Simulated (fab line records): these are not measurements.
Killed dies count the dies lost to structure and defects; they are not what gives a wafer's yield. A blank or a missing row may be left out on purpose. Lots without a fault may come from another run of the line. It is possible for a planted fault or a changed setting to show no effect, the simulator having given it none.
Which tool was responsible? | flow rit-cmos | Sampling: 15 lots, 45 wafers, 2 of 202 route steps

WHAT THE GAUGES READ, wafer by wafer
Not one reading of a measure or inspect step in the record can be checked against a usual standard deviation.

WHAT TOOL EACH LOT RAN ON (gives the tool, then ch and the chambers of the sampled wafers, and finally the start)
lot  | RIT_ACTIVE_DEVELOP_10            | RIT_M1_PROBE_99
L496 | litho-track-01 ch 0, day 2 00:00 | -
L497 | litho-track-02 ch 0, day 2 05:00 | -
L498 | litho-track-01 ch 0, day 2 10:00 | -
L499 | litho-track-01 ch 0, day 2 16:00 | -
L500 | litho-track-02 ch 0, day 2 20:00 | -
L501 | litho-track-02 ch 0, day 3 01:00 | -
L503 | litho-track-02 ch 0, day 3 11:00 | -
L505 | litho-track-02 ch 0, day 3 21:00 | prober-01, day 5 16:56
L506 | litho-track-03 ch 0, day 4 02:00 | -
L507 | litho-track-02 ch 0, day 4 07:00 | prober-02, day 6 03:38
L509 | litho-track-02 ch 0, day 4 17:00 | -
L510 | litho-track-02 ch 0, day 4 22:00 | -
L511 | litho-track-02 ch 0, day 5 03:00 | -
L512 | litho-track-01 ch 0, day 5 09:00 | prober-01, day 7 03:05
L513 | litho-track-03 ch 0, day 5 13:00 | -
- RIT_ACTIVE_DEVELOP_10: develop time 50 s.
- RIT_M1_PROBE_99

WHAT THE TOOLS THEMSELVES READ (means of the sampled wafers that have a number; where no wafer has one, the mark that the record gives instead)
RIT_ACTIVE_DEVELOP_10.
lot  | tool           | developer-temp-C (C)
L496 | litho-track-01 | 23.05
L497 | litho-track-02 | 22.96
L498 | litho-track-01 | 22.99
L499 | litho-track-01 | 23.14
L500 | litho-track-02 | 22.90
L501 | litho-track-02 | 23.19
L503 | litho-track-02 | 23.04
L505 | litho-track-02 | 23.10
L506 | litho-track-03 | 22.95
L507 | litho-track-02 | 22.94
L509 | litho-track-02 | 20.60
L510 | litho-track-02 | 20.54
L511 | litho-track-02 | 20.69
L512 | litho-track-01 | 23.11
L513 | litho-track-03 | 23.04

RIT_M1_PROBE_99.
lot  | tool      | killed_at_M0_to_M3 | killed-at-contacts | killed-at-front-end | killed-dies | killed-open | killed-short
L505 | prober-01 | 0.0                | 0.0                | 9                   | 9           | 4.0         | 5.3
L507 | prober-02 | 0.0                | 0.0                | 6                   | 6           | 2.7         | 3.0
L512 | prober-01 | 0.0                | 0.0                | 6                   | 6           | 3.7         | 2.7

THE ANSWER, worked out from the rows above alone
Rule: usual is defined by the lots themselves. Put in order of their means at a reading, lots are off if they are a third of the lots or fewer, leave a main group of 4 or more, and stand apart from it by a gap of 3 or more times the standard deviation of the main group's means; of several such gaps the widest counts. Not used: any main group whose means are identical at the precision the tables above print for the reading. Also off: a lot with no number at a reading for which 4 or more lots have one. Any other lot the step has rows for is counted as sound. First the gauges in route order, then the tools' own readings, where a lot's mean is used as printed above. At the first step where some lot is off, the reading lying furthest off is the one used; lots without a number count as furthest.
Off, at RIT_ACTIVE_DEVELOP_10 on developer-temp-C: L509, L510, L511. For the main group the mean is 23.03 C and the standard deviation 0.085.
If a tool, at that step or one of the process steps before it, ran each lot that is off and ran no sound lot following the first of them, it fits. One candidate fits, namely litho-track-02 at RIT_ACTIVE_DEVELOP_10. A fault onset in the window from L507 (day 4 07:00, its last sound lot) to L509 (day 4 17:00, its first lot off) fits.
The tool's own readings at RIT_ACTIVE_DEVELOP_10 bear it out: on the lots that are off they differ by more than 5 times the standard deviation of the sound lots' means. developer-temp-C reads 20.61 C there against 23.03 C on the sound lots.

WHAT THE SIMULATOR HAD INSERTED
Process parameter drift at RIT_ACTIVE_DEVELOP_10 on litho-track-02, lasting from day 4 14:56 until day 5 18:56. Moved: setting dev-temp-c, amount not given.
Lots struck among those shown: L509, L510, L511. The rule above found the same.
